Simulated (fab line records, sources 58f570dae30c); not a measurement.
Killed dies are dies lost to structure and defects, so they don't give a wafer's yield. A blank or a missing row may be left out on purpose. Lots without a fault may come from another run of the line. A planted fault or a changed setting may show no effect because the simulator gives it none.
Problem report in the 8D (eight disciplines) form, filled by code | flow berkeley_cmos170 | the parts of the form that need people (team, actions taken, sign-off) are left out

1. THE PROBLEM
PVT_TW at UCB170_PVT_TW_MEAS_09 reads a mean of 430 on 6 wafers of 2 lots; wafers without a fault read 505 with a standard deviation of 3.2. That is -23 standard deviations from the usual mean.
First seen on wafer L716.3, day 8 04:42, on film_metro-03. The record holds 42 wafers of 14 lots with a number at this step. Rule for "out", or "out of limits": more than 4 standard deviations from the usual mean. The other wafers with a number count as sound.

2. WHAT IT IS AND WHAT IT IS NOT
question                    | is                     | is not
which readings at this step | PVT_TW                 | -
which lots                  | L716, L718             | L702, L703, L705, L706, L707, L708, L710, L719, L721, L722, L724, L725
which wafers of those lots  | all that have a number | -
read on which gauges        | film_metro-03          | film_metro-01, film_metro-04
when                        | from day 8 04:42       | up to then (21 sound wafers); but 15 sound wafers of L719, L721, L722, L724, L725 came after

3. SUSPECTS, AND WHAT RULES EACH OUT
Counting: a tool at a process step up to the reading stays a suspect if it ran every lot that is out and no sound lot after the first of them.
- the gauge at UCB170_PVT_TW_MEAS_09: ruled out. All the wafers that are out were read on film_metro-03, but those of them that UCB170_PVT_IMPLANT_07 has rows for are out there too, on other tools.
- plasma_asher-01 at UCB170_ACTIVE_STRIP_16 (strips in O2): ruled out as a lasting fault. Sound lots L719, L722 ran on it after its first lot that is out, L716 (day 6 20:31).
- implanter-03 at UCB170_PVT_IMPLANT_07: kept. It ran every lot that is out, first L716 (day 8 04:29), and no sound lot after that; its last sound lot up to then is L707 (day 6 18:04). Its own readings are out on those wafers: dose_ions_cm2, faraday_current_uA.
Left after counting: implanter-03 at UCB170_PVT_IMPLANT_07.

4. THE CAUSE (what the simulator had put in)
Process parameter drift: implanter-03, from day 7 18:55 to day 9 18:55, at UCB170_PVT_IMPLANT_07. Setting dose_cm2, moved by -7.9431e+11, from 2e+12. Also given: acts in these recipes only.
Counting left only this tool.

5. THE CHAIN OF EFFECTS, in route order
Each row: a reading whose mean over the struck wafers that have a number lies more than 3 standard deviations from the usual. Only readings for which the record gives a usual standard deviation are gone through. hours: the time from each lot's start at the first step in this table that gives one to its start at this step, as a median over the lots. sigmas: the change in usual standard deviations.
hours | step                  | reading            | usual      | on struck wafers | change      | sigmas
0     | UCB170_PVT_IMPLANT_07 | dose_ions_cm2      | 2.0003e+12 | 1.2068e+12       | -7.9355e+11 | -99 or more
0     | UCB170_PVT_IMPLANT_07 | faraday_current_uA | 6.36       | 3.84             | -2.52       | -23
0     | UCB170_PVT_TW_MEAS_09 | PVT_TW             | 505        | 430              | -75         | -23
The process steps in it:
- UCB170_PVT_IMPLANT_07
Later measuring or inspecting steps at which every struck wafer that the step has a row for has a number for every such reading, and none has moved that far: UCB170_GATE_OVL_MEAS_13.

6. WHAT WOULD HAVE CAUGHT IT SOONER
In this record the first reading out of limits at a measuring or inspecting step was taken at day 8 04:42, 10 hours after the fault began at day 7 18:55.
The tool's own readings at UCB170_PVT_IMPLANT_07 were out on every struck wafer that the step has a row for (dose_ions_cm2, faraday_current_uA): an alarm limit on them would have fired on the first of those.
Of the lots that are out (2), L718 began UCB170_PVT_IMPLANT_07 on implanter-03 after day 8 04:42. A hold on the tool at that time would have spared it.
